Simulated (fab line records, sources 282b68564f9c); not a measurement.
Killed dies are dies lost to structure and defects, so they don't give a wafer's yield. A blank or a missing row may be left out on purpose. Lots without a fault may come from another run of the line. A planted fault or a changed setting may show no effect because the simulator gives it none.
Problem report in the 8D (eight disciplines) form, filled by code | flow rit_cmos | the parts of the form that need people (team, actions taken, sign-off) are left out

1. THE PROBLEM
developer_temp_C at RIT_NSD_DEVELOP_05 reads a mean of 22.12 C on 6 wafers of 2 lots; wafers without a fault read 23.01 C with a standard deviation of 0.097. That is -9.2 standard deviations from the usual mean.
The step: develop time 50 s.
First seen on wafer L304.2, day 4 21:00, on litho_track-04. The record holds 42 wafers of 14 lots with a number at this step. Rule for "out", or "out of limits": more than 4 standard deviations from the usual mean. The other wafers with a number count as sound.

2. WHAT IT IS AND WHAT IT IS NOT
question                    | is                     | is not
which readings at this step | developer_temp_C       | -
which lots                  | L304, L307             | L296, L297, L299, L301, L305, L309, L310, L311, L314, L315, L316, L318
which wafers of those lots  | all that have a number | -
read on which tools         | litho_track-04         | litho_track-01, litho_track-03
when                        | from day 4 21:00       | up to then (12 sound wafers); but 24 sound wafers of L305, L309, L310, L311, L314, L315, L316, L318 came after

3. SUSPECTS, AND WHAT RULES EACH OUT
Counting: a tool at a process step up to the reading stays a suspect if it ran every lot that is out and no sound lot after the first of them.
- litho_track-04 at RIT_NSD_DEVELOP_05 (develop time 50 s): kept. It ran every lot that is out, first L304 (day 4 21:00), and no sound lot after that; its last sound lot up to then is L301 (day 4 07:00). Its own readings are out on those wafers: developer_temp_C.
Left after counting: litho_track-04 at RIT_NSD_DEVELOP_05.

4. THE CAUSE (what the simulator had put in)
Process parameter drift: litho_track-04, from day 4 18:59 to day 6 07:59, at RIT_NSD_DEVELOP_05. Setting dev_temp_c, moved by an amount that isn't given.
Counting left only this tool.

5. THE CHAIN OF EFFECTS, in route order
Each row: a reading whose mean over the struck wafers that have a number lies more than 3 standard deviations from the usual. Only readings for which the record gives a usual standard deviation are gone through. hours: the time from each lot's start at the first step in this table that gives one to its start at this step, as a median over the lots. sigmas: the change in usual standard deviations.
hours | step               | reading          | usual   | on struck wafers | change | sigmas
0     | RIT_NSD_DEVELOP_05 | developer_temp_C | 23.01 C | 22.12            | -0.89  | -9.2
The process steps in it:
- RIT_NSD_DEVELOP_05: develop time 50 s.

6. WHAT WOULD HAVE CAUGHT IT SOONER
In this record the first reading out of limits was taken at day 4 21:00, 2 hours after the fault began at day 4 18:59.
